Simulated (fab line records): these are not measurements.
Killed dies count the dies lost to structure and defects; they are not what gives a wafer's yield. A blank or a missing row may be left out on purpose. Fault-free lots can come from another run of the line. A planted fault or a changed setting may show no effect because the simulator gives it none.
The same fault as seen by 2 desks    flow berkeley-cmos170    each desk has only its own numbers; what lay behind them comes last

== DESK OF THE TOOL OWNER: implanter-04 ==
For each lot that ran on this tool, the mean over its sampled wafers that have a number, from the tool's own readings at UCB170_NLDD_IMPLANT_09. Marked OUT: a lot whose mean sits more than 4 standard deviations from the usual mean, which makes it out of limits; the brackets give that distance.
Columns: A = beam-on-s at UCB170_NLDD_IMPLANT_09, usual 10.00 s; B = dose-ions-cm2 at UCB170_NLDD_IMPLANT_09, usual 5e+13; C = faraday-current-uA at UCB170_NLDD_IMPLANT_09, usual 159
lot   first seen here  A      B                        C
L883  day 7 12:35      9.88   5e+13                    161
L889  day 9 00:45      9.99   5e+13                    159
L886  day 9 01:07      10.06  5e+13                    158
L891  day 9 01:38      9.90   5e+13                    160
L892  day 9 05:43      10.14  4e+13 (-99 or more) OUT  130 (-8.4) OUT
L895  day 9 20:22      9.94   4e+13 (-99 or more) OUT  132 (-7.8) OUT
This desk's verdict: out of limits on L892, L895, starting with L892 at day 9 05:43 (dose-ions-cm2 at UCB170_NLDD_IMPLANT_09). In limits: L883, L889, L886, L891.

== THE METROLOGY DESK ==
What the gauges read, lot by lot, whatever tool the lot ran on: means of the sampled wafers that have a number. Marked OUT: a lot whose mean sits more than 4 standard deviations from the usual mean, which makes it out of limits; the brackets give that distance.
Columns: A = PWELL_OXIDE_THK at UCB170_PWELL_THK_MEAS_03, usual 26.6 nm; B = NLDD_TW at UCB170_NLDD_TW_MEAS_11, usual 2218; C = NLDD_RS at UCB170_SDANNEAL_RS_MEAS_05, usual 616.0 ohm/sq
lot   first seen here  A     B                C
L883  day 2 23:14      26.6  2226             615.4
L885  day 3 14:56      27.3  2223             618.7
L886  day 4 07:49      26.2  2210             615.2
L888  day 4 07:49      26.8  2216             614.9
L891  day 4 07:50      26.4  2180             616.9
L887  day 4 07:53      26.0  2228             615.6
L889  day 4 12:03      26.8  2224             614.0
L892  day 4 17:30      26.5  2137 (-4.8) OUT  654.8 (+28) OUT
L895  day 5 11:40      27.3  2160             655.1 (+28) OUT
L899  day 6 08:42      26.3  2214             615.6
L900  day 6 16:32      28.1  2226             617.6
L901  day 6 16:34      27.3  2235             615.4
L904  day 7 09:55      25.3  2223             616.9
L905  day 7 16:51      25.7  2239             616.4
Per this desk, out of limits: L892, L895; the first was L892, day 9 05:58 (NLDD_TW at UCB170_NLDD_TW_MEAS_11). In limits: L883, L885, L886, L888, L891, L887, L889, L899, L900, L901, L904, L905.

== PUT TOGETHER ==
An alarm could have come from the tool owner's desk at day 9 05:43, on L892, L895.
L892, L895 would have let the metrology desk raise an alarm at day 9 05:58.
On implanter-04, each named lot ran UCB170_NLDD_IMPLANT_09.

== WHAT THE SIMULATOR PUT IN ==
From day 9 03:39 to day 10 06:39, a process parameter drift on implanter-04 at UCB170_NLDD_IMPLANT_09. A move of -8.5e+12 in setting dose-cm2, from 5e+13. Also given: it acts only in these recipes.
Shown lots that were struck: L892, L895.
Hours from the fault's start to each desk's first reading out of limits: the tool owner's desk, 2; the metrology desk, 2.
